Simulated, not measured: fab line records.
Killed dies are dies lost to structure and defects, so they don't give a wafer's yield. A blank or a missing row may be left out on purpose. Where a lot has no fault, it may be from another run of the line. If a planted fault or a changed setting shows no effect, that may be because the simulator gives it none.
Which of the tools did it? / flow berkeleyCmos170 / Sampling: 13 lots, 39 wafers, 2 of 331 route steps

== WHAT THE GAUGES SHOWED, per wafer ==
UCB170_ACTIVE_CD_MEAS_13 targets a cd of 1200 nm. Usual: cdNm reads 1200.0 nm (standard deviation 1.4).
lot=L233; measured=day 5 00:49; on=cdSem-01; cdNm (nm)=1198.8 1199.5 1198.7; flag=
lot=L232; measured=day 5 01:25; on=cdSem-01; cdNm (nm)=1200.2 1199.6 1200.3; flag=
lot=L234; measured=day 5 07:22; on=cdSem-01; cdNm (nm)=1201.1 1200.8 1201.6; flag=
lot=L235; measured=day 5 20:57; on=cdSem-02; cdNm (nm)=1200.2 1201.1 1199.9; flag=
lot=L236; measured=day 5 21:28; on=cdSem-01; cdNm (nm)=1200.6 1199.5 1201.6; flag=
lot=L237; measured=day 5 21:40; on=cdSem-01; cdNm (nm)=1199.8 1201.5 1199.9; flag=
lot=L238; measured=day 6 04:19; on=cdSem-01; cdNm (nm)=1201.2 1201.3 1200.2; flag=
lot=L240; measured=day 6 13:01; on=cdSem-01; cdNm (nm)=1200.1 1199.3 1201.1; flag=
lot=L242; measured=day 7 07:13; on=cdSem-01; cdNm (nm)=1378.3 1378.6 1377.3; flag=OFF
lot=L245; measured=day 7 15:13; on=cdSem-01; cdNm (nm)=1202.5 1201.7 1204.1; flag=
lot=L248; measured=day 8 09:27; on=cdSem-01; cdNm (nm)=1197.5 1197.2 1197.2; flag=
lot=L252; measured=day 9 06:38; on=cdSem-01; cdNm (nm)=1198.5 1197.6 1198.1; flag=
lot=L254; measured=day 9 17:50; on=cdSem-02; cdNm (nm)=1198.0 1200.1 1199.1; flag=

== WHICH TOOL RAN EACH LOT (tool, then ch and the chambers of the sampled wafers, then the start) ==
lot=L233; UCB170_ACTIVE_EXPOSE_10=krfScanner-01 ch 0, day 4 23:59
lot=L232; UCB170_ACTIVE_EXPOSE_10=krfScanner-02 ch 0, day 5 00:13
lot=L234; UCB170_ACTIVE_EXPOSE_10=krfScanner-01 ch 0, day 5 06:58
lot=L235; UCB170_ACTIVE_EXPOSE_10=krfScanner-01 ch 0, day 5 19:57
lot=L236; UCB170_ACTIVE_EXPOSE_10=krfScanner-02 ch 0, day 5 20:13
lot=L237; UCB170_ACTIVE_EXPOSE_10=krfScanner-01 ch 0, day 5 20:26
lot=L238; UCB170_ACTIVE_EXPOSE_10=krfScanner-02 ch 0, day 6 03:37
lot=L240; UCB170_ACTIVE_EXPOSE_10=krfScanner-02 ch 0, day 6 12:15
lot=L242; UCB170_ACTIVE_EXPOSE_10=krfScanner-02 ch 0, day 7 06:14
lot=L245; UCB170_ACTIVE_EXPOSE_10=krfScanner-02 ch 0, day 7 14:38
lot=L248; UCB170_ACTIVE_EXPOSE_10=krfScanner-01 ch 0, day 8 09:04
lot=L252; UCB170_ACTIVE_EXPOSE_10=krfScanner-02 ch 0, day 9 06:07
lot=L254; UCB170_ACTIVE_EXPOSE_10=krfScanner-02 ch 0, day 9 17:08
- UCB170_ACTIVE_EXPOSE_10: exposes mask ACTIVE, target cd 1200 nm.

== WHAT THE TOOLS THEMSELVES READ (means of the sampled wafers that have a number; where no wafer has one, the mark that the record gives instead) ==
The record holds no such reading with a usual standard deviation.

== THE ANSWER, worked out from the rows above alone ==
Rule: lot off if the mean of its wafers having a number is beyond 3 standard deviations from the usual mean. Also off: a lot with no number at a reading for which 4 or more lots have one. Where the step has rows for the other lots, those lots are counted as sound. After the gauges, taken in route order, come the tools' own readings; for these a lot's mean is taken, as printed above. The first step at which some lot is off is used, and at that step the reading that is off furthest; a lot without a number counts as furthest.
Off: L242, at UCB170_ACTIVE_CD_MEAS_13 (cdNm).
If a tool, at a process step before that reading, ran all the lots that are off and no sound lot after the first of them, it fits. The gauges at UCB170_ACTIVE_CD_MEAS_13 are tried like those tools. Of those tried, none fits.

== WHAT WAS PUT IN BY THE SIMULATOR ==
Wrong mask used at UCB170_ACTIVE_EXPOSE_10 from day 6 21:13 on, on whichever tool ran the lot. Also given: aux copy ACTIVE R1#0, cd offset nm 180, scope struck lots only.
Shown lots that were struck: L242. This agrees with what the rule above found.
